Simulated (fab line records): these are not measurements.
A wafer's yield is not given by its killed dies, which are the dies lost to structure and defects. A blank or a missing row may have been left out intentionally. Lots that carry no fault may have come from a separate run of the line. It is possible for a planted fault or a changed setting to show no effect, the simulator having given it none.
Split-lot study | flow berkeley-cmos170 | 23 wafers read from 5 lots, route of 331 steps

## SPLIT DETAILS
At UCB170_BACKSIDE_COAT_01 (resist thk 900 nm), the setting spin-rpm was moved away from the recipe's 1500 rpm on 4 of the 23 wafers read, by +5.1% to +6.3%. For the rest of the wafers, this setting stayed at what the recipe calls for.

The split's own step is where the reading is taken.

## THE READING
KrF_of_BACKSIDE_COAT_01.thk-nm (the simulator's own value, which no gauge read), in nm, at UCB170_BACKSIDE_COAT_01 (resist thk 900 nm). There is no usual value for it anywhere in the file. Average 900.8 nm, standard deviation 2.7 nm, over the 19 wafers here run with the recipe.

wafer  | tool, chamber at the split | spin-rpm as run, rpm | against the recipe | KrF_of_BACKSIDE_COAT_01.thk-nm, nm | against lot-mates on the recipe
L074.1 | litho-track-02, 0          | 1500                 | recipe             | 899.3                              | -
L074.3 | litho-track-02, 0          | 1500                 | recipe             | 895.5                              | -
L074.4 | litho-track-02, 0          | 1500                 | recipe             | 899                                | -
L074.5 | litho-track-02, 0          | 1594                 | +6.3%              | 868.4                              | -29.5
L074.6 | litho-track-02, 0          | 1594                 | +6.3%              | 870.9                              | -27.0
L076.2 | litho-track-02, 0          | 1500                 | recipe             | 900.6                              | -
L076.3 | litho-track-02, 0          | 1576                 | +5.1%              | 875.9                              | -24.1
L076.4 | litho-track-02, 0          | 1500                 | recipe             | 900.1                              | -
L076.5 | litho-track-02, 0          | 1576                 | +5.1%              | 878.9                              | -21.1
L076.6 | litho-track-02, 0          | 1500                 | recipe             | 899.4                              | -
L075.1 | litho-track-04, 0          | 1500                 | recipe             | 899.1                              | -
L075.3 | litho-track-04, 0          | 1500                 | recipe             | 895.7                              | -
L075.4 | litho-track-04, 0          | 1500                 | recipe             | 900.5                              | -
L075.5 | litho-track-04, 0          | 1500                 | recipe             | 901                                | -
L075.6 | litho-track-04, 0          | 1500                 | recipe             | 900                                | -
L081.2 | litho-track-04, 0          | 1500                 | recipe             | 901.6                              | -
L081.3 | litho-track-04, 0          | 1500                 | recipe             | 900.9                              | -
L081.4 | litho-track-04, 0          | 1500                 | recipe             | 900.1                              | -
L085.1 | litho-track-03, 0          | 1500                 | recipe             | 903.2                              | -
L085.2 | litho-track-03, 0          | 1500                 | recipe             | 903.3                              | -
L085.3 | litho-track-03, 0          | 1500                 | recipe             | 904                                | -
L085.4 | litho-track-03, 0          | 1500                 | recipe             | 906.4                              | -
L085.6 | litho-track-03, 0          | 1500                 | recipe             | 904.8                              | -

THE FIT
A straight line over all 23 wafers: KrF_of_BACKSIDE_COAT_01.thk-nm changes by -4.83 nm for each +1% of spin-rpm; r = -0.97; the points scatter about the line by 2.7 nm.
The same after taking each lot's own level away (the mean of its wafers on the recipe; 23 wafers): -4.5 nm for each +1%; r = -0.99; scatter 1.4 nm.
The reading moves by 28 nm for the largest change in spin-rpm, on that fit.
Measured against the standard deviation above, the lots' own levels, which go from 897.93 to 904.34 nm, span 2.4 times it.
The two slopes agree, so the slope changes little with the lot-to-lot level.
Check: -27.6 nm against its lot-mates is what the line predicts for one of the wafers moved furthest among these (+6.3%) when that wafer is left out of the fit. Against them it came out at -29.5 nm.

## OTHER SPLITS APPLIED TO THESE WAFERS
Before the reading, these wafers also passed through other splits. Each is held against what the fit with the lots' levels taken away leaves over:
other split on the same wafers    | wafers away from the commonest value | r with KrF_of_BACKSIDE_COAT_01.thk-nm (lot level and that fit taken away)
UCB170_PLDD_IMPLANT_08 energy-kev | 12                                   | -0.06
UCB170_NLDD_IMPLANT_09 dose-cm2   | 8                                    | -0.01
UCB170_SPACER_ANNEAL_02 temp-c    | 10                                   | -0.01
UCB170_PSD_IMPLANT_08 energy-kev  | 9                                    | -0.48

## THE WHOLE CHAIN: every reading that the file lists as answering this split, in the file's order
step                     | what it does      | reading                                                                         | change (the file's fit)              | r (the file's)
UCB170_BACKSIDE_COAT_01  | resist thk 900 nm | KrF_of_BACKSIDE_COAT_01.thk-nm (the simulator's own value, which no gauge read) | -4.49 nm for each +1% of the setting | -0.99
UCB170_BACKSIDE_STRIP_03 | strips in O2      | strip-time-to-endpoint-s                                                        | withheld for each +1% of the setting | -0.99

## THE FILE'S OWN FIT
KrF_of_BACKSIDE_COAT_01.thk-nm changes by -4.49 nm for each +1% of spin-rpm, r = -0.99.
